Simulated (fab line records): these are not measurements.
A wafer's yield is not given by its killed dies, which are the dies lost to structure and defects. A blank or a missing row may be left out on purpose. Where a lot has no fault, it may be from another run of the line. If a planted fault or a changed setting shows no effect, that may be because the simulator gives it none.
fab line records	flow rit_cmos
[record] lots = 15	wafers = 45	last_day = 7
route steps=202 shown ACTIVE@15 NWELL@34 NRETRO@59 GATE@79 M1@202
lots that met no fault: from a run of the same line without faults
start_h: the number of hours between the record's first day and the start of the first shown wafer of the lot	wait_h: hours since the lot's step before	" the same as in the row above	L1.1+2: a row that stands for several wafers	- either no value or no given start	* or withheld: withheld	< > ~ a bound
route shown NAME@n: a module of which the file shows steps, and the number in the route of the first	usual: mean/standard deviation of fault-free wafers	same: alike in all rows	chamber/n: place in a boat	sites: readings site by site	_std_site: how widely they spread, as a standard deviation	_edge_site: mean of outer sites minus mean of inner sites	radius_mm: how far each site lies from the wafer's centre	mask NAME#n: copy n	behind: the last tool/chamber to shape the wafer	hold: what put the lot on hold/how long, in hours/how the hold closed	device: names the non-switching transistor (n, p or np)	end of line: the tests these same wafers got at the end of their route	a step with no rows: only its recipe	killed: at the first sort, the dies lost to defects and structure; wafer yield is something else	map: a wafer's dies, x killed, . not, _ none there
set.NAME: the setting as run; set.NAME@STEP: as run at that earlier step	model.NAME: the simulator's own value behind a step, which no gauge read
one table for each step of the route and one row for each wafer, over a sample of lots
services: the hour from which a tool's chamber was out of use, counted from the record's first day as start_h (under 0 if before that day), plus the number of hours and why
[[steps]]
[step RIT_ACTIVE_STRIP_14]
[recipe] chemistry = O2	time_s = 180	resist = NOVOLAK	platen_temp_c = withheld	power_w = 500	pressure_mtorr = 4000	o2_flow_sccm = 4000
[usual] drypump_motor_current_A = 5.72/0.29
lot.wafer	tool	chamber	start_h	wait_h	drypump_motor_current_A	rf_hours_counter_h
L348.2	plasma_asher-01	1	25.68	0.1	6.11	37
L348.3	"	0	"	"	5.42	-
L348.6	"	0	"	"	5.43	-
L349.2	plasma_asher-04	1	29.97	0.1	5.80	41
L349.4	"	1	"	"	5.81	-
L349.5	"	0	"	"	5.72	-
L350.1	plasma_asher-04	1	36.43	0.1	5.77	41
L350.3	"	0	"	"	5.72	-
L350.6	"	0	"	"	5.71	-
L351.2	plasma_asher-01	0	41.13	0.1	5.43	38
L351.5	"	0	"	"	5.43	-
L351.6	"	1	"	"	6.13	-
L353.1	plasma_asher-02	1	51.15	0.1	5.33	25
L353.2	"	0	"	"	6.03	25
L353.6	"	1	"	"	5.33	-
L354.3	plasma_asher-04	0	55.39	0.1	5.75	-
L354.5	"	1	"	"	5.82	-
L354.6	"	0	"	"	5.77	-
L356.2	plasma_asher-02	1	65.87	0.1	5.34	26
L356.4	"	0	"	"	6.04	-
L356.5	"	1	"	"	5.32	-
L357.1	plasma_asher-04	0	69.97	0.1	5.76	45
L357.2	"	1	"	"	5.80	45
L357.5	"	1	"	"	5.80	-
L359.3	plasma_asher-02	1	80.03	0.1	5.33	-
L359.4	"	0	"	"	6.03	-
L359.5	"	1	"	"	5.33	-
L360.4	plasma_asher-04	1	86.10	0.1	5.81	-
L360.5	"	0	"	"	5.75	-
L360.6	"	1	"	"	5.81	-
L362.2	plasma_asher-02	0	95.19	0.1	6.03	30
L362.3	"	1	"	"	5.34	-
L362.6	"	0	"	"	6.02	-
L363.1	plasma_asher-02	1	99.97	0.1	5.33	30
L363.2	"	0	"	"	6.01	30
L363.6	"	0	"	"	6.00	-
L365.1	plasma_asher-02	0	109.84	0.1	6.03	31
L365.3	"	0	"	"	5.99	-
L365.5	"	0	"	"	6.02	-
L366.3	plasma_asher-02	0	114.90	0.1	6.03	-
L366.5	"	1	"	"	5.32	-
L366.6	"	0	"	"	6.01	-
L368.1	plasma_asher-04	0	124.85	0.1	5.72	1
L368.3	"	1	"	"	5.80	-
L368.4	"	0	"	"	5.75	-
[step RIT_NWELL_OVL_MEAS_06]
[usual] NWELL_OVL = -0.8/1.3
lot.wafer	tool	chamber	start_h	wait_h	NWELL_OVL[nm]
L348.2	overlay-01	-	30.99	-	-2.4
L348.3	"	-	"	"	-1.9
L348.6	"	-	"	"	-3.7
L349.2	overlay-02	-	37.92	-	1.6
L349.4	"	-	"	"	-0.1
L349.5	"	-	"	"	0.6
L350.1	overlay-02	-	42.96	-	-1.9
L350.3	"	-	"	"	-1.7
L350.6	"	-	"	"	0.0
L351.2	overlay-02	-	48.26	-	-0.3
L351.5	"	-	"	"	-0.8
L351.6	"	-	"	"	-1.5
L353.1	overlay-01	-	57.20	-	-0.9
L353.2	"	-	"	"	-0.8
L353.6	"	-	"	"	-1.4
L354.3	overlay-01	-	60.88	-	-2.2
L354.5	"	-	"	"	0.0
L354.6	"	-	"	"	0.9
L356.2	overlay-01	-	76.01	-	-2.5
L356.4	"	-	"	"	-1.3
L356.5	"	-	"	"	-3.0
L357.1	overlay-01	-	77.05	-	-1.1
L357.2	"	-	"	"	1.2
L357.5	"	-	"	"	-0.5
L359.3	overlay-01	-	85.64	-	-3.0
L359.4	"	-	"	"	-2.7
L359.5	"	-	"	"	-5.6
L360.4	overlay-01	-	91.49	-	-0.3
L360.5	"	-	"	"	-0.1
L360.6	"	-	"	"	-0.9
L362.2	overlay-02	-	101.69	-	1.1
L362.3	"	-	"	"	1.2
L362.6	"	-	"	"	0.1
L363.1	overlay-02	-	105.25	-	-0.3
L363.2	"	-	"	"	-1.5
L363.6	"	-	"	"	0.3
L365.1	overlay-01	-	115.79	-	-0.4
L365.3	"	-	"	"	-1.3
L365.5	"	-	"	"	-0.8
L366.3	overlay-02	-	120.22	-	-1.3
L366.5	"	-	"	"	0.8
L366.6	"	-	"	"	0.3
L368.1	overlay-01	-	131.47	-	-1.5
L368.3	"	-	"	"	-0.6
L368.4	"	-	"	"	0.6
[step RIT_NRETRO_OVL_MEAS_06]
[usual] NRETRO_OVL = -0.5/1.4
lot.wafer	tool	chamber	start_h	wait_h	NRETRO_OVL[nm]
L348.2	overlay-01	-	41.93	-	-0.6
L348.3	"	-	"	"	-1.2
L348.6	"	-	"	"	-1.0
L349.2	overlay-02	-	46.88	-	1.4
L349.4	"	-	"	"	-0.7
L349.5	"	-	"	"	-1.2
L350.1	overlay-02	-	53.17	-	0.1
L350.3	"	-	"	"	1.6
L350.6	"	-	"	"	-0.3
L351.2	overlay-01	-	56.99	-	-1.5
L351.5	"	-	"	"	-1.2
L351.6	"	-	"	"	-2.2
L353.1	overlay-02	-	65.76	-	1.4
L353.2	"	-	"	"	-1.2
L353.6	"	-	"	"	-0.7
L354.3	overlay-01	-	69.94	-	-3.2
L354.5	"	-	"	"	-3.5
L354.6	"	-	"	"	-2.9
L356.2	overlay-02	-	84.75	-	-0.1
L356.4	"	-	"	"	0.3
L356.5	"	-	"	"	0.0
L357.1	overlay-02	-	85.48	-	1.6
L357.2	"	-	"	"	-0.3
L357.5	"	-	"	"	-0.9
L359.3	overlay-02	-	94.25	-	0.5
L359.4	"	-	"	"	-3.5
L359.5	"	-	"	"	-0.6
L360.4	overlay-01	-	100.04	-	-2.1
L360.5	"	-	"	"	-1.9
L360.6	"	-	"	"	-0.2
L362.2	overlay-01	-	110.39	-	-3.4
L362.3	"	-	"	"	0.0
L362.6	"	-	"	"	-0.9
L363.1	overlay-02	-	113.76	-	2.7
L363.2	"	-	"	"	1.9
L363.6	"	-	"	"	2.5
L365.1	overlay-01	-	124.36	-	2.1
L365.3	"	-	"	"	0.3
L365.5	"	-	"	"	0.1
L366.3	overlay-01	-	129.34	-	-0.8
L366.5	"	-	"	"	2.8
L366.6	"	-	"	"	2.2
L368.1	overlay-02	-	140.02	-	0.7
L368.3	"	-	"	"	0.1
L368.4	"	-	"	"	0.4
[step RIT_GATE_CLEAN_04]
[recipe] chemistry = dHF	dilution = 50:1	time_s = 60	dry = n2_spin
lot.wafer	tool	chamber	start_h	wait_h
L348.2+3+6	wet_bench-04	3	44.66	0.0
L349.2+4+5	wet_bench-04	2	49.49	0.0
L350.1+3+6	wet_bench-02	1	56.11	0.1
L351.2+5+6	wet_bench-01	2	59.66	0.0
L353.1+2+6	wet_bench-02	0	68.62	0.0
L354.3+5+6	wet_bench-04	0	72.55	0.0
L356.2+4+5	wet_bench-02	2	87.50	0.0
L357.1+2+5	wet_bench-01	1	88.22	0.0
L359.3+4+5	wet_bench-02	1	96.91	0.0
L360.4+5+6	wet_bench-02	3	102.86	0.0
L362.2+3+6	wet_bench-04	0	113.03	0.0
L363.1+2+6	wet_bench-02	1	116.62	0.0
L365.1+3+5	wet_bench-01	2	127.10	0.0
L366.3+5+6	wet_bench-01	1	132.02	0.0
L368.1+3+4	wet_bench-04	3	142.66	0.0
[step RIT_M1_PROBE_99]
[usual] killed_at_M0_to_M3 = 0.0/0.2	killed_at_contacts = 0.1/0.32	killed_at_front_end = 6.7/2.9	killed_dies = 6.8/2.9	killed_on_rim = 1.8/1.4	killed_open = 3.3/1.7	killed_short = 3.4/2.1
[same] gross_dies = 264	killed_at_M4_up = 0	killed_at_back_side = 0	killed_at_other = 0
lot.wafer	tool	chamber	start_h	wait_h	killed_at_M0_to_M3	killed_at_contacts	killed_at_front_end	killed_dies	killed_on_rim	killed_open	killed_short
L356.2	prober-02	-	112.83	0.1	0	0	10	10	2	2	8
L356.4	prober-02	-	112.93	0.2	0	0	5	5	1	3	2
L356.5	prober-02	-	112.98	0.2	0	0	7	7	3	4	3
L357.1	prober-01	-	113.67	0.1	0	0	3	3	0	2	1
L357.2	prober-01	-	113.72	0.1	0	0	11	11	4	3	6
L357.5	prober-01	-	113.87	0.2	0	0	7	7	3	4	3
L359.3	prober-01	-	122.94	0.2	0	0	26	26	6	2	4
L359.4	prober-01	-	122.99	0.2	0	0	32	32	10	0	4
L359.5	prober-01	-	123.04	0.2	0	0	33	33	8	3	5
L360.4	prober-02	-	128.59	0.2	0	0	13	13	10	3	2
L360.5	prober-02	-	128.64	0.2	0	0	12	12	8	1	2
L360.6	prober-02	-	128.69	0.2	0	0	16	16	8	5	5
L363.1	prober-01	-	143.88	0.1	0	0	31	31	9	3	3
L363.2	prober-01	-	143.93	0.1	0	0	39	39	12	5	8
L363.6	prober-01	-	144.13	0.2	0	0	43	43	9	3	8
L366.3	prober-02	-	157.08	0.2	0	0	6	6	0	2	4
L366.5	prober-02	-	157.18	0.2	0	1	10	11	3	3	8
L366.6	prober-02	-	157.23	0.2	0	0	7	7	1	4	3
L368.1	prober-02	-	169.43	0.1	0	0	3	3	1	1	2
L368.3	prober-02	-	169.53	0.2	0	0	4	4	0	3	1
L368.4	prober-02	-	169.58	0.2	0	0	7	7	1	5	2
// killed by level:class
L356.2 GATE:geometric_particle:short=5 FOX2:geometric_particle:short=3 GATE:geometric_particle:open=1 SILICIDE:geometric_particle:open=1
L356.4 FOX1:geometric_particle:open=2 GATE:geometric_particle:short=2 SILICIDE:geometric_particle:open=1
L356.5 GATE:geometric_particle:short=2 GATE:geometric_particle:open=2 SILICIDE:geometric_particle:open=2 FOX1:geometric_particle:short=1
L357.1 REOX:geometric_particle:open=2 FOX1:geometric_particle:short=1
L357.2 GATE:geometric_particle:short=2 REOX:geometric_particle:short=2 NRETRO:coat_microbubble_printed=2 FOX1:geometric_particle:short=1 FOX2:geometric_particle:open=1 GATE:geometric_particle:open=1 REOX:geometric_particle:open=1 SPACER:geometric_particle:short=1
L357.5 FOX1:geometric_particle:open=2 FOX1:geometric_particle:short=1 GATE:geometric_particle:short=1 REOX:geometric_particle:short=1 REOX:geometric_particle:open=1 SILICIDE:geometric_particle:open=1
L359.3 GATE:unspecified=20 GATE:geometric_particle:short=2 REOX:geometric_particle:short=2 FOX2:geometric_particle:open=1 SILICIDE:geometric_particle:open=1
L359.4 GATE:unspecified=28 FOX1:geometric_particle:short=2 GATE:geometric_particle:short=1 SPACER:geometric_particle:short=1
L359.5 GATE:unspecified=25 GATE:geometric_particle:short=2 FOX1:geometric_particle:short=1 FOX1:geometric_particle:open=1 FOX2:geometric_particle:short=1 FOX2:geometric_particle:open=1 GATE:geometric_particle:open=1 SPACER:geometric_particle:short=1
L360.4 GATE:unspecified=8 GATE:geometric_particle:open=2 REOX:geometric_particle:short=1 SILICIDE:geometric_particle:open=1 SILICIDE:geometric_particle:short=1
L360.5 GATE:unspecified=9 GATE:geometric_particle:short=1 REOX:geometric_particle:short=1 REOX:geometric_particle:open=1
L360.6 GATE:unspecified=6 GATE:geometric_particle:open=3 GATE:geometric_particle:short=3 FOX2:geometric_particle:open=2 FOX1:geometric_particle:short=1 SPACER:geometric_particle:short=1
L363.1 GATE:unspecified=25 SPACER:geometric_particle:open=2 FOX2:geometric_particle:short=1 GATE:geometric_particle:short=1 REOX:geometric_particle:open=1 SILICIDE:geometric_particle:short=1
L363.2 GATE:unspecified=26 FOX1:geometric_particle:short=3 SILICIDE:geometric_particle:open=2 FOX2:geometric_particle:open=2 GATE:geometric_particle:short=2 SPACER:geometric_particle:short=2 SPACER:geometric_particle:open=1 SILICIDE:geometric_particle:short=1
L363.6 GATE:unspecified=32 FOX2:geometric_particle:short=2 FOX2:geometric_particle:open=2 SPACER:geometric_particle:short=2 SILICIDE:geometric_particle:short=2 FOX1:geometric_particle:short=1 GATE:geometric_particle:short=1 GATE:geometric_particle:open=1
L366.3 REOX:geometric_particle:short=2 FOX2:geometric_particle:short=1 GATE:geometric_particle:open=1 GATE:geometric_particle:short=1 SPACER:geometric_particle:open=1
L366.5 GATE:geometric_particle:short=4 SPACER:geometric_particle:open=2 FOX1:geometric_particle:short=1 SPACER:geometric_particle:short=1 SILICIDE:geometric_particle:short=1 SILICIDE:geometric_particle:open=1 CONTACT:geometric_particle:short=1
L366.6 GATE:geometric_particle:open=2 FOX1:geometric_particle:open=1 FOX1:geometric_particle:short=1 REOX:geometric_particle:short=1 SILICIDE:geometric_particle:open=1 SILICIDE:geometric_particle:short=1
L368.1 FOX1:geometric_particle:short=1 GATE:geometric_particle:short=1 GATE:geometric_particle:open=1
L368.3 REOX:geometric_particle:open=2 FOX1:geometric_particle:open=1 SILICIDE:geometric_particle:short=1
L368.4 FOX1:geometric_particle:open=1 SPACER:geometric_particle:open=1 FOX2:geometric_particle:open=1 GATE:geometric_particle:open=1 GATE:geometric_particle:short=1 REOX:geometric_particle:open=1 SILICIDE:geometric_particle:short=1
[[services]]
tool	chamber	start_h	hours	kind
plasma_asher-04	-	2.82	2.0	repair
plasma_asher-02	-	33.23	0.7	repair
plasma_asher-01	-	74.94	15.6	pm
plasma_asher-01	-	106.05	2.8	repair
plasma_asher-04	-	108.81	9.0	pm
plasma_asher-04	0	108.81	9.0	vent_cycle
plasma_asher-04	1	108.81	9.0	vent_cycle
wet_bench-01	-	113.48	4.4	repair
plasma_asher-02	-	116.39	3.3	repair
plasma_asher-04	0	117.81	-	clean
plasma_asher-04	1	117.81	-	clean
[[key]]
[first_sign] step = RIT_M1_PROBE_99	reading = killed_at_front_end	direction = up	sigmas = 7.2	usual = 6.7	struck = 27.2
[effect] step = RIT_M1_PROBE_99	reading = killed_dies	direction = up	sigmas = 7	usual = 6.8	struck = 27.2
met_at RIT_GATE_CLEAN_04
struck_lots L359,L360,L363
tester_left_out L359,L360,L363
not_acting_at RIT_ACTIVE_STRIP_14,RIT_NWELL_OVL_MEAS_06,RIT_NRETRO_OVL_MEAS_06
onset_between 87.50 96.91
[fault] kind = chamber_particle_source	tool = wet_bench-02	chamber = -	onset_h = 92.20	steps = RIT_GATE_CLEAN_04	rate_per_visit_cm2 = 0.57424	end_h = 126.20
// tester_left_out: of these lots the tester's yield and bins aren't shown, on N5 and GAA mostly nor the transistor test; their killed dies are dies lost to structure and defects alone, not to doping, threshold or leakage, so they don't give the yield
